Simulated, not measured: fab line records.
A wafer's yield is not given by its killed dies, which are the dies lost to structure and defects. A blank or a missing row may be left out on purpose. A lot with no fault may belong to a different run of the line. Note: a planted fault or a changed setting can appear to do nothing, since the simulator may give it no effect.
fab line records	flow berkeley-cmos170
[record] lots = 15	wafers = 45	last-day = 14
route steps=331 shown ACTIVE@66 NVT@107 PVT@123 GATE@142
lots that met no fault: from a run of the same line without faults
start-h: start of the lot's first displayed wafer, in hours after the record's first day	wait-h: time in hours since the lot's previous step	" identical to the entry in the row above	L1.1+2: several wafers, shown together as one row	- no value, or no start given	* or withheld: withheld	< > ~ a bound
route shown NAME@n: NAME is a module with steps in the file, n the number in the route of the first one	usual: the fault-free wafers' mean and standard deviation	same: alike in all rows	chamber/n: place in a boat	sites: the reading at each site	_std_site: how widely they spread, as a standard deviation	_edge_site: mean of outer sites minus mean of inner sites	radius-mm: how far each site lies from the wafer's centre	mask NAME#n: copy n	behind: tool/chamber where the wafer was last shaped	hold: reason for holding the lot/hours on hold/outcome of the hold	device: which transistor (n, p or np) failed to switch	end of line: the same wafers' tests at the end of the route	for a step that has no rows: nothing shown but its recipe	killed: at the first sort, the dies lost to defects and structure; wafer yield is something else	map: shows each die of a wafer: x if killed, . if not, _ if none is there
set.NAME: the setting the step ran with; set.NAME@STEP: the setting that earlier step ran with	model.NAME: the simulator's own value behind a step, which no gauge read
a sample of lots followed through the steps of the route, with each step as a table and each wafer as a row
services: a tool's chamber out of use, with start hour (start-h, from the record's first day; less than 0 if before it), hours out, and reason
[[steps]]
[step UCB170_ACTIVE_THK_MEAS_06]
[recipe] reads = Si3N4_of_ACTIVE_CVD_05
[usual] ACTIVE_NITRIDE_THK = 220/3.1
lot.wafer	tool	chamber	start-h	wait-h	ACTIVE_NITRIDE_THK[nm]
L433.1	film-metro-03	-	83.08	0.1	220
L433.4	"	-	"	"	218
L433.5	"	-	"	"	221
L436.1	film-metro-03	-	111.01	0.0	218
L436.3	"	-	"	"	218
L436.6	"	-	"	"	217
L437.1	film-metro-02	-	111.01	0.0	215
L437.2	"	-	"	"	217
L437.6	"	-	"	"	218
L434.2	film-metro-04	-	111.02	0.0	222
L434.3	"	-	"	"	219
L434.5	"	-	"	"	221
L439.1	film-metro-04	-	120.39	0.0	216
L439.2	"	-	"	"	217
L439.5	"	-	"	"	217
L440.2	film-metro-04	-	126.87	0.0	215
L440.4	"	-	"	"	215
L440.6	"	-	"	"	215
L441.3	film-metro-02	-	126.88	0.0	217
L441.4	"	-	"	"	218
L441.5	"	-	"	"	217
L442.1	film-metro-04	-	137.39	0.0	222
L442.4	"	-	"	"	223
L442.6	"	-	"	"	222
L446.1	film-metro-03	-	144.16	0.0	223
L446.2	"	-	"	"	222
L446.3	"	-	"	"	221
L445.2	film-metro-04	-	144.17	0.0	220
L445.5	"	-	"	"	221
L445.6	"	-	"	"	222
L444.3	film-metro-04	-	144.24	0.1	222
L444.4	"	-	"	"	221
L444.6	"	-	"	"	223
L450.1	film-metro-03	-	175.07	0.0	220
L450.2	"	-	"	"	221
L450.3	"	-	"	"	221
L452.1	film-metro-04	-	181.32	0.0	224
L452.2	"	-	"	"	225
L452.3	"	-	"	"	225
L455.1	film-metro-04	-	213.17	0.0	218
L455.4	"	-	"	"	217
L455.5	"	-	"	"	218
L456.1	film-metro-02	-	213.17	0.0	214
L456.4	"	-	"	"	213
L456.5	"	-	"	"	213
[step UCB170_NVT_EXPOSE_03]
[recipe] mask-id = PWELL	target-cd-nm = 3000	na = 0.5	sigma-outer = 0.6	source-shape = conventional	dose-mj = 30
lot.wafer	tool	chamber	start-h	wait-h	mask
L433.1+4+5	krf-scanner-02	0	118.93	0.5	PWELL#0
L434.2+3+5	krf-scanner-01	0	152.72	0.2	PWELL#0
L437.1+2+6	krf-scanner-01	0	152.82	0.4	PWELL#0
L436.1+3+6	krf-scanner-02	0	153.06	0.6	PWELL#0
L439.1+2+5	krf-scanner-01	0	162.58	0.3	PWELL#0
L440.2+4+6	krf-scanner-02	0	162.84	0.5	PWELL#0
L441.3+4+5	krf-scanner-02	0	169.81	0.1	PWELL#0
L442.1+4+6	krf-scanner-02	0	179.69	0.5	PWELL#0
L444.3+4+6	krf-scanner-02	0	188.37	0.2	PWELL#0
L445.2+5+6	krf-scanner-02	0	188.47	0.4	PWELL#0
L446.1+2+3	krf-scanner-01	0	188.69	0.6	PWELL#0
L450.1+2+3	krf-scanner-01	0	214.16	0.1	PWELL#0
L452.1+2+3	krf-scanner-02	0	214.54	0.2	PWELL#0
L456.1+4+5	krf-scanner-01	0	266.21	0.3	PWELL#0
L455.1+4+5	krf-scanner-01	0	266.42	0.1	PWELL#0
[step UCB170_NVT_OVL_MEAS_06]
[usual] NVT_OVL = -5/4.6
lot.wafer	tool	chamber	start-h	wait-h	NVT_OVL[nm]
L433.1	overlay-01	-	119.74	-	2
L433.4	"	-	"	"	-6
L433.5	"	-	"	"	0
L434.2	overlay-02	-	153.10	-	-1
L434.3	"	-	"	"	-1
L434.5	"	-	"	"	-3
L437.1	overlay-02	-	153.30	-	-11
L437.2	"	-	"	"	-3
L437.6	"	-	"	"	-5
L436.1	overlay-02	-	153.45	-	-7
L436.3	"	-	"	"	-9
L436.6	"	-	"	"	-13
L439.1	overlay-01	-	162.97	-	-4
L439.2	"	-	"	"	1
L439.5	"	-	"	"	-5
L440.2	overlay-01	-	163.25	-	-7
L440.4	"	-	"	"	-6
L440.6	"	-	"	"	-6
L441.3	overlay-02	-	170.27	-	-8
L441.4	"	-	"	"	-8
L441.5	"	-	"	"	-12
L442.1	overlay-01	-	180.08	-	-1
L442.4	"	-	"	"	-11
L442.6	"	-	"	"	-2
L444.3	overlay-01	-	188.73	-	240
L444.4	"	-	"	"	235
L444.6	"	-	"	"	235
L445.2	overlay-02	-	188.85	-	240
L445.5	"	-	"	"	245
L445.6	"	-	"	"	237
L446.1	overlay-01	-	189.08	-	-13
L446.2	"	-	"	"	-13
L446.3	"	-	"	"	-12
L450.1	overlay-02	-	215.02	-	-8
L450.2	"	-	"	"	-4
L450.3	"	-	"	"	-8
L452.1	overlay-01	-	215.14	-	234
L452.2	"	-	"	"	231
L452.3	"	-	"	"	229
L456.1	overlay-02	-	266.69	-	2
L456.4	"	-	"	"	-2
L456.5	"	-	"	"	-7
L455.1	overlay-01	-	266.81	-	-13
L455.4	"	-	"	"	-7
L455.5	"	-	"	"	-9
[step UCB170_PVT_STRIP_08]
[recipe] chemistry = O2	power-w = 400	pressure-mtorr = 3500	platen-temp-c = withheld	o2-flow-sccm = 400	overash-fraction = 0.5
[usual] drypump-motor-current-A = 5.6/0.59	oes-product-au = 0.734/0.0046	strip-time-to-endpoint-s = 21.64/0.068
lot.wafer	tool	chamber	start-h	wait-h	drypump-motor-current-A	oes-product-au	rf-hours-counter-h	strip-time-to-endpoint-s
L433.1	plasma-asher-01	1	123.50	0.1	6.2	0.735	39	21.62
L433.4	"	0	"	"	4.8	0.747	-	21.66
L433.5	"	0	"	"	4.8	0.733	-	21.68
L434.2	plasma-asher-01	0	155.01	0.1	4.8	0.737	42	21.57
L434.3	"	1	"	"	6.2	0.738	-	21.49
L434.5	"	1	"	"	6.2	0.732	-	21.53
L437.1	plasma-asher-01	1	155.45	0.1	6.2	0.740	42	21.62
L437.2	"	0	"	"	4.8	0.726	42	21.69
L437.6	"	0	"	"	4.8	0.742	-	21.75
L436.1	plasma-asher-01	1	155.73	0.1	6.2	0.739	42	21.62
L436.3	"	1	"	"	6.2	0.736	-	21.57
L436.6	"	0	"	"	4.8	0.746	-	21.55
L439.1	plasma-asher-01	1	165.15	0.1	6.2	0.735	43	21.63
L439.2	"	0	"	"	4.8	0.733	43	21.62
L439.5	"	0	"	"	4.8	0.737	-	21.66
L440.2	plasma-asher-02	0	165.37	0.1	6.5	0.727	3	21.66
L440.4	"	0	"	"	6.5	0.736	-	21.56
L440.6	"	0	"	"	6.5	0.731	-	21.59
L441.3	plasma-asher-02	1	172.49	0.1	5.5	0.741	-	21.60
L441.4	"	0	"	"	6.5	0.739	-	21.55
L441.5	"	0	"	"	6.6	0.735	-	21.55
L442.1	plasma-asher-01	1	182.05	0.1	6.2	0.732	45	21.70
L442.4	"	1	"	"	6.2	0.737	-	21.63
L442.6	"	1	"	"	6.1	0.733	-	21.64
L444.3	plasma-asher-02	1	192.08	0.1	5.5	0.734	-	21.68
L444.4	"	0	"	"	6.6	0.736	-	21.66
L444.6	"	1	"	"	5.5	0.738	-	21.59
L446.1	plasma-asher-01	1	192.14	0.1	6.2	0.730	46	21.58
L446.2	"	0	"	"	4.8	0.738	46	21.61
L446.3	"	1	"	"	6.2	0.732	-	21.62
L445.2	plasma-asher-04	1	192.23	0.1	5.8	0.735	47	21.71
L445.5	"	0	"	"	5.4	0.731	-	21.65
L445.6	"	1	"	"	5.8	0.739	-	21.67
L450.1	plasma-asher-02	1	219.52	0.1	5.5	0.734	9	21.75
L450.2	"	0	"	"	6.5	0.741	9	21.70
L450.3	"	0	"	"	6.5	0.733	-	21.74
L452.1	plasma-asher-01	1	219.77	0.1	6.2	0.732	50	21.63
L452.2	"	0	"	"	4.8	0.732	50	21.66
L452.3	"	1	"	"	6.2	0.725	-	21.61
L456.1	plasma-asher-02	1	268.36	0.1	5.4	0.734	13	21.46
L456.4	"	1	"	"	5.5	0.733	-	21.55
L456.5	"	0	"	"	6.5	0.734	-	21.51
L455.1	plasma-asher-04	1	268.64	0.1	5.8	0.733	55	21.64
L455.4	"	1	"	"	5.8	0.735	-	21.59
L455.5	"	0	"	"	5.4	0.728	-	21.62
[step UCB170_GATE_STRIP_16]
[recipe] chemistry = O2	power-w = 400	pressure-mtorr = 3500	platen-temp-c = withheld	o2-flow-sccm = 400	overash-fraction = 0.5
[usual] drypump-motor-current-A = 5.8/0.71	oes-product-au = 0.723/0.0046
lot.wafer	tool	chamber	start-h	wait-h	drypump-motor-current-A	oes-product-au	rf-hours-counter-h
L433.1	plasma-asher-03	0	141.55	0.0	5.0	0.711	42
L433.4	"	0	"	"	5.0	0.725	-
L433.5	"	1	"	"	6.5	0.719	-
L437.1	plasma-asher-01	0	173.47	0.0	4.8	0.717	44
L437.2	"	1	"	"	6.2	0.723	44
L437.6	"	0	"	"	4.8	0.727	-
L436.1	plasma-asher-03	0	173.75	0.0	5.0	0.727	45
L436.3	"	0	"	"	5.0	0.722	-
L436.6	"	0	"	"	5.0	0.716	-
L434.2	plasma-asher-02	0	174.02	0.0	6.6	0.724	5
L434.3	"	0	"	"	6.5	0.724	-
L434.5	"	1	"	"	5.5	0.728	-
L439.1	plasma-asher-01	1	179.83	0.0	6.2	0.724	45
L439.2	"	0	"	"	4.8	0.725	45
L439.5	"	0	"	"	4.8	0.733	-
L440.2	plasma-asher-03	1	180.00	0.0	6.5	0.729	46
L440.4	"	0	"	"	5.0	0.725	-
L440.6	"	0	"	"	5.0	0.727	-
L441.3	plasma-asher-01	1	187.38	0.1	6.2	0.725	-
L441.4	"	0	"	"	4.8	0.729	-
L441.5	"	0	"	"	4.8	0.720	-
L442.1	plasma-asher-03	0	197.18	0.0	5.0	0.724	47
L442.4	"	0	"	"	5.0	0.721	-
L442.6	"	1	"	"	6.5	0.714	-
L444.3	plasma-asher-03	1	206.76	0.1	6.6	0.728	-
L444.4	"	0	"	"	5.0	0.724	-
L444.6	"	1	"	"	6.6	0.726	-
L446.1	plasma-asher-01	1	206.90	0.0	6.2	0.716	48
L446.2	"	0	"	"	4.8	0.723	48
L446.3	"	0	"	"	4.8	0.721	-
L445.2	plasma-asher-03	1	207.20	0.0	6.5	0.729	49
L445.5	"	0	"	"	5.0	0.731	-
L445.6	"	1	"	"	6.6	0.725	-
L452.1	plasma-asher-03	1	238.45	0.0	6.6	0.725	52
L452.2	"	0	"	"	5.0	0.719	52
L452.3	"	1	"	"	6.6	0.727	-
L450.1	plasma-asher-01	0	238.70	0.0	4.8	0.721	52
L450.2	"	1	"	"	6.1	0.721	52
L450.3	"	1	"	"	6.2	0.721	-
L456.1	plasma-asher-03	1	290.62	0.0	6.5	0.724	57
L456.4	"	0	"	"	5.0	0.722	-
L456.5	"	0	"	"	5.0	0.723	-
L455.1	plasma-asher-02	0	291.14	0.0	6.5	0.721	15
L455.4	"	0	"	"	6.5	0.724	-
L455.5	"	1	"	"	5.5	0.719	-
[[services]]
tool	chamber	start-h	hours	kind
krf-scanner-02	-	95.09	0.8	repair
plasma-asher-02	-	101.13	2.1	repair
plasma-asher-03	-	101.27	0.5	repair
krf-scanner-01	-	107.39	1.0	pm
plasma-asher-02	-	108.75	9.0	pm
plasma-asher-02	0	108.75	9.0	vent-cycle
plasma-asher-02	1	108.75	9.0	vent-cycle
krf-scanner-02	-	111.89	0.7	repair
plasma-asher-02	0	117.75	-	clean
plasma-asher-02	-	120.66	14.6	pm
krf-scanner-01	-	135.56	0.8	pm
krf-scanner-01	-	140.84	3.6	pm
krf-scanner-01	-	156.61	1.8	repair
krf-scanner-02	-	198.41	1.3	pm
krf-scanner-02	0	207.05	-	calibration
krf-scanner-01	-	207.42	1.3	pm
krf-scanner-01	-	222.79	11.6	pm
krf-scanner-02	-	241.08	1.0	pm
plasma-asher-01	-	263.73	15.1	repair
krf-scanner-01	-	267.66	2.8	repair
krf-scanner-01	-	268.39	6.0	repair
krf-scanner-01	-	276.39	1.0	pm
plasma-asher-01	-	276.76	28.4	repair
krf-scanner-01	-	279.96	4.4	pm
[[key]]
[first-sign] step = UCB170_NVT_OVL_MEAS_06	reading = NVT_OVL	direction = up	sigmas = 53	usual = -5	struck = 236
effect none on later readings
met-at UCB170_NVT_EXPOSE_03
struck-lots L444,L445,L452
tester-left-out L444,L445,L452
not-acting-at UCB170_ACTIVE_THK_MEAS_06,UCB170_PVT_STRIP_08,UCB170_GATE_STRIP_16
onset-between 179.69 188.37
[fault] kind = scanner-matching-overlay	tool = krf-scanner-02	chamber = -	onset-h = 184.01	steps = UCB170_NVT_EXPOSE_03	offset = 237.73
// tester-left-out: of these lots the tester's yield and bins aren't shown, on N5 and GAA mostly nor the transistor test; their killed dies are dies lost to structure and defects alone, not to doping, threshold or leakage, so they don't give the yield
